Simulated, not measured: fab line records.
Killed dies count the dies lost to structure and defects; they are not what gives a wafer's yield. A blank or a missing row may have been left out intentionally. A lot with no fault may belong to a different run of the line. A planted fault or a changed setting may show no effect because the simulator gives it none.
fab line records -- flow rit-cmos
record lots=14, wafers=42, last-day=8
route steps=202 shown NSD@139 M1@202
lots with no fault: from the same line, run without faults
start-h: hours from the record's opening day to when the first of the lot's shown wafers began -- wait-h: time in hours since the lot's previous step -- " as in the row above -- L1.1+2: a single row standing in for several wafers -- - value missing, or start not given -- * or withheld: withheld -- < > ~ a bound
route shown NAME@n: NAME is a module with steps in the file, n the number in the route of the first one -- usual: average and standard deviation across the fault-free wafers -- same: alike in all rows -- chamber/n: place in a boat -- sites: per-site readings -- _std_site: how widely they spread, as a standard deviation -- _edge_site: the outer-site mean with the inner-site mean subtracted -- radius-mm: how far each site lies from the wafer's centre -- mask NAME#n: copy n -- behind: the tool/chamber that last shaped the wafer -- hold: the reason the lot was held/the length of the hold in hours/how it ended -- device: which transistor (n, p or np) failed to switch -- end of line: tests run on the same wafers once the route is complete -- a step without rows: its recipe alone -- killed: dies that structure and defects cost at the first sort, which is not the same as the wafer's yield -- map: the dies of a wafer, with x for killed, . for not killed, _ for no die there
set.NAME: the setting the step ran with; set.NAME@STEP: the setting that earlier step ran with -- model.NAME: the simulator's own value behind a step, which no gauge read
the route's steps for a sample of lots (tables are steps, rows are wafers)
services: when a tool's chamber went out of use (start-h, in hours from the record's first day, below 0 if earlier), for how many hours, and the reason
## steps
# step RIT_NSD_IMPLANT_08
# recipe species=P, energy-kev=25, dose-cm2=1e+15, tilt-deg=7
# usual beam-energy-keV=25.001/0.0081
lot.wafer,tool,chamber,start-h,wait-h,beam-energy-keV
L756.1,implanter-04,0,49.43,0.1,25.004
L756.2,implanter-04,0,49.43,0.1,25.010
L756.4,implanter-04,0,49.43,0.1,25.009
L757.3,implanter-04,0,59.28,0.1,25.005
L757.4,implanter-04,0,59.28,0.1,25.008
L757.6,implanter-04,0,59.28,0.1,24.995
L758.1,implanter-02,0,61.82,0.1,24.999
L758.3,implanter-02,0,61.82,0.1,24.994
L758.6,implanter-02,0,61.82,0.1,25.000
L760.1,implanter-04,0,72.72,0.1,25.003
L760.5,implanter-04,0,72.72,0.1,24.990
L760.6,implanter-04,0,72.72,0.1,25.001
L761.1,implanter-04,0,82.06,0.1,24.995
L761.5,implanter-04,0,82.06,0.1,24.996
L761.6,implanter-04,0,82.06,0.1,25.002
L762.3,implanter-04,0,84.25,0.1,24.999
L762.5,implanter-04,0,84.25,0.1,24.992
L762.6,implanter-04,0,84.25,0.1,25.000
L765.1,implanter-01,0,98.90,0.1,24.985
L765.3,implanter-01,0,98.90,0.1,24.989
L765.6,implanter-01,0,98.90,0.1,25.010
L766.3,implanter-02,0,101.78,0.1,24.996
L766.4,implanter-02,0,101.78,0.1,25.016
L766.6,implanter-02,0,101.78,0.1,25.007
L767.2,implanter-02,0,109.63,0.1,24.995
L767.4,implanter-02,0,109.63,0.1,24.994
L767.6,implanter-02,0,109.63,0.1,24.993
L769.1,implanter-04,0,126.30,0.1,25.007
L769.2,implanter-04,0,126.30,0.1,24.998
L769.6,implanter-04,0,126.30,0.1,25.004
L770.1,implanter-01,0,126.94,0.1,24.986
L770.2,implanter-01,0,126.94,0.1,25.000
L770.4,implanter-01,0,126.94,0.1,24.994
L775.2,implanter-01,0,169.51,0.1,25.004
L775.3,implanter-01,0,169.51,0.1,24.985
L775.4,implanter-01,0,169.51,0.1,24.988
L777.3,implanter-02,0,174.46,0.1,20.491
L777.4,implanter-02,0,174.46,0.1,20.493
L777.5,implanter-02,0,174.46,0.1,20.497
L778.1,implanter-02,0,184.17,0.1,20.487
L778.2,implanter-02,0,184.17,0.1,20.491
L778.3,implanter-02,0,184.17,0.1,20.496
# step RIT_NSD_TW_MEAS_10
# usual NSD_TW=3147/35
lot.wafer,tool,chamber,start-h,wait-h,hold,NSD_TW
L756.1,film-metro-03,-,49.75,0.1,-,3196
L756.2,film-metro-03,-,49.75,0.1,-,3188
L756.4,film-metro-03,-,49.75,0.1,-,3167
L757.3,film-metro-02,-,59.58,0.1,-,3135
L757.4,film-metro-02,-,59.58,0.1,-,3129
L757.6,film-metro-02,-,59.58,0.1,-,3127
L758.1,film-metro-02,-,62.14,0.1,-,3129
L758.3,film-metro-02,-,62.14,0.1,-,3133
L758.6,film-metro-02,-,62.14,0.1,-,3139
L760.1,film-metro-02,-,73.05,0.1,-,3148
L760.5,film-metro-02,-,73.05,0.1,-,3116
L760.6,film-metro-02,-,73.05,0.1,-,3135
L761.1,film-metro-02,-,82.38,0.1,-,3135
L761.5,film-metro-02,-,82.38,0.1,-,3115
L761.6,film-metro-02,-,82.38,0.1,-,3131
L762.3,film-metro-02,-,84.55,0.1,-,3145
L762.5,film-metro-02,-,84.55,0.1,-,3139
L762.6,film-metro-02,-,84.55,0.1,-,3136
L765.1,film-metro-01,-,99.22,0.1,-,3123
L765.3,film-metro-01,-,99.22,0.1,-,3109
L765.6,film-metro-01,-,99.22,0.1,-,3105
L766.3,film-metro-03,-,102.08,0.1,-,3221
L766.4,film-metro-03,-,102.08,0.1,-,3217
L766.6,film-metro-03,-,102.08,0.1,-,3194
L767.2,film-metro-01,-,109.94,0.1,-,3122
L767.4,film-metro-01,-,109.94,0.1,-,3112
L767.6,film-metro-01,-,109.94,0.1,-,3132
L769.1,film-metro-01,-,126.62,0.1,-,3158
L769.2,film-metro-01,-,126.62,0.1,-,3138
L769.6,film-metro-01,-,126.62,0.1,-,3153
L770.1,film-metro-03,-,127.26,0.1,-,3178
L770.2,film-metro-03,-,127.26,0.1,-,3191
L770.4,film-metro-03,-,127.26,0.1,-,3177
L775.2,film-metro-03,-,169.82,0.1,-,3184
L775.3,film-metro-03,-,169.82,0.1,-,3199
L775.4,film-metro-03,-,169.82,0.1,-,3174
L777.3,film-metro-01,-,174.75,0.1,await-dispo/0.2h/release,2953
L777.4,film-metro-01,-,174.75,0.1,await-dispo/0.2h/release,2959
L777.5,film-metro-01,-,174.75,0.1,await-dispo/0.2h/release,2949
L777.3,film-metro-01,-,174.98,0.2,-,2953
L777.4,film-metro-01,-,174.98,0.2,-,2946
L777.5,film-metro-01,-,174.98,0.2,-,2939
L778.1,film-metro-01,-,184.50,0.1,await-dispo/0.2h/release,2967
L778.2,film-metro-01,-,184.50,0.1,await-dispo/0.2h/release,2966
L778.3,film-metro-01,-,184.50,0.1,await-dispo/0.2h/release,2938
L778.1,film-metro-01,-,184.72,0.2,-,2969
L778.2,film-metro-01,-,184.72,0.2,-,2946
L778.3,film-metro-01,-,184.72,0.2,-,2957
# step RIT_SDANNEAL_RS_MEAS_05
# recipe thk-meas-gauge=four-point-probe
# usual NSD_RS=84.54/0.28
lot.wafer,tool,chamber,start-h,wait-h,hold,NSD_RS[ohm/sq]
L756.1,film-metro-01,-,51.91,0.1,-,84.69
L756.2,film-metro-01,-,51.91,0.1,-,84.83
L756.4,film-metro-01,-,51.91,0.1,-,84.84
L757.3,film-metro-03,-,61.62,0.1,-,85.03
L757.4,film-metro-03,-,61.62,0.1,-,84.69
L757.6,film-metro-03,-,61.62,0.1,-,84.71
L758.1,film-metro-03,-,64.17,0.1,-,84.66
L758.3,film-metro-03,-,64.17,0.1,-,84.69
L758.6,film-metro-03,-,64.17,0.1,-,84.58
L760.1,film-metro-01,-,75.07,0.1,-,84.60
L760.5,film-metro-01,-,75.07,0.1,-,84.22
L760.6,film-metro-01,-,75.07,0.1,-,84.32
L761.1,film-metro-01,-,84.44,0.1,-,84.52
L761.5,film-metro-01,-,84.44,0.1,-,84.66
L761.6,film-metro-01,-,84.44,0.1,-,84.73
L762.3,film-metro-01,-,86.63,0.1,-,84.14
L762.5,film-metro-01,-,86.63,0.1,-,84.30
L762.6,film-metro-01,-,86.63,0.1,-,84.22
L765.1,film-metro-02,-,101.25,0.1,-,84.09
L765.3,film-metro-02,-,101.25,0.1,-,84.14
L765.6,film-metro-02,-,101.25,0.1,-,84.46
L766.3,film-metro-02,-,104.25,0.1,-,84.84
L766.4,film-metro-02,-,104.25,0.1,-,84.53
L766.6,film-metro-02,-,104.25,0.1,-,84.89
L767.2,film-metro-01,-,112.01,0.1,-,84.20
L767.4,film-metro-01,-,112.01,0.1,-,84.44
L767.6,film-metro-01,-,112.01,0.1,-,84.36
L769.1,film-metro-03,-,128.77,0.1,-,84.57
L769.2,film-metro-03,-,128.77,0.1,-,84.48
L769.6,film-metro-03,-,128.77,0.1,-,84.70
L770.1,film-metro-01,-,129.42,0.1,-,85.21
L770.2,film-metro-01,-,129.42,0.1,-,84.85
L770.4,film-metro-01,-,129.42,0.1,-,84.78
L775.2,film-metro-03,-,172.55,0.1,-,84.99
L775.3,film-metro-03,-,172.55,0.1,-,84.85
L775.4,film-metro-03,-,172.55,0.1,-,84.79
L777.3,film-metro-03,-,179.62,0.1,await-dispo/0.2h/release,86.28
L777.4,film-metro-03,-,179.62,0.1,await-dispo/0.2h/release,86.43
L777.5,film-metro-03,-,179.62,0.1,await-dispo/0.2h/release,86.51
L777.3,film-metro-03,-,180.03,0.4,-,86.32
L777.4,film-metro-03,-,180.03,0.4,-,86.41
L777.5,film-metro-03,-,180.03,0.4,-,86.43
L778.1,film-metro-02,-,189.47,0.2,await-dispo/0.2h/release,86.34
L778.2,film-metro-02,-,189.47,0.2,await-dispo/0.2h/release,86.78
L778.3,film-metro-02,-,189.47,0.2,await-dispo/0.2h/release,86.40
L778.1,film-metro-02,-,189.87,0.4,-,86.43
L778.2,film-metro-02,-,189.87,0.4,-,86.65
L778.3,film-metro-02,-,189.87,0.4,-,86.64
# step RIT_M1_PROBE_99
# usual killed_at_M0_to_M3=0.0/0.14, killed-at-contacts=0.1/0.3, killed-at-front-end=7/3.1, killed-dies=7/3.1, killed-open=3.8/2.3, killed-short=3.2/1.9
# same gross-dies=264, killed_at_M4_up=0, killed-at-back-side=0, killed-at-other=0
lot.wafer,tool,chamber,start-h,wait-h,killed_at_M0_to_M3,killed-at-contacts,killed-at-front-end,killed-dies,killed-open,killed-short
L777.3,prober-01,-,196.06,0.2,0,0,11,11,7,4
L777.4,prober-01,-,196.11,0.2,0,0,3,3,2,1
L777.5,prober-01,-,196.16,0.2,0,0,4,4,3,1
L778.1,prober-01,-,200.40,0.1,0,0,3,3,1,2
L778.2,prober-01,-,200.45,0.1,0,0,8,8,4,4
L778.3,prober-01,-,200.50,0.2,0,1,7,8,4,4
# killed by level:class
L777.3 SILICIDE:geometric-particle:open=4 GATE:geometric-particle:short=2 SILICIDE:geometric-particle:short=2 FOX2:geometric-particle:open=1 REOX:geometric-particle:open=1 SPACER:geometric-particle:open=1
L777.4 FOX2:geometric-particle:open=1 REOX:geometric-particle:short=1 REOX:geometric-particle:open=1
L777.5 FOX2:geometric-particle:open=1 GATE:geometric-particle:open=1 REOX:geometric-particle:short=1 REOX:geometric-particle:open=1
L778.1 GATE:geometric-particle:short=2 FOX1:geometric-particle:open=1
L778.2 SILICIDE:geometric-particle:open=2 SILICIDE:geometric-particle:short=2 FOX1:geometric-particle:short=1 GATE:geometric-particle:short=1 GATE:geometric-particle:open=1 SPACER:geometric-particle:open=1
L778.3 REOX:geometric-particle:short=2 FOX1:geometric-particle:short=1 FOX2:geometric-particle:open=1 GATE:geometric-particle:open=1 GATE:geometric-particle:short=1 REOX:geometric-particle:open=1 CONTACT:geometric-particle:open=1
## services
tool,chamber,start-h,hours,kind
implanter-01,-,48.89,1.2,repair
implanter-02,-,66.75,1.5,repair
implanter-01,-,99.99,3.6,pm
implanter-02,-,111.70,21.1,pm
implanter-01,-,123.96,0.8,repair
implanter-01,-,129.69,35.5,repair
implanter-02,-,132.78,2.1,pm
implanter-04,-,135.05,1.9,repair
implanter-01,-,169.72,0.7,repair
## key
first-sign step=RIT_NSD_IMPLANT_08, reading=beam-energy-keV, direction=down, sigmas=99+, usual=25.001, struck=20.492
effect step=RIT_NSD_TW_MEAS_10, reading=visit, direction=added
effect step=RIT_NSD_TW_MEAS_10, reading=NSD_TW, direction=down, sigmas=5.4, usual=3147, struck=2955
effect step=RIT_SDANNEAL_RS_MEAS_05, reading=visit, direction=added
effect step=RIT_SDANNEAL_RS_MEAS_05, reading=NSD_RS, direction=up, sigmas=6.7, usual=84.54, struck=86.46
met-at RIT_NSD_IMPLANT_08
struck-lots L777,L778
tester-left-out L777,L778
onset-between 109.63 174.46
fault kind=process-parameter-drift, tool=implanter-02, chamber=-, onset-h=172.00, steps=RIT_NSD_IMPLANT_08, channel=energy-kev, offset=-4.5, shape=step, end-h=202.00, acts-in=these-recipes-only, stated=25
# tester-left-out: of these lots the tester's yield and bins aren't shown, on N5 and GAA mostly nor the transistor test; their killed dies are dies lost to structure and defects alone, not to doping, threshold or leakage, so they don't give the yield
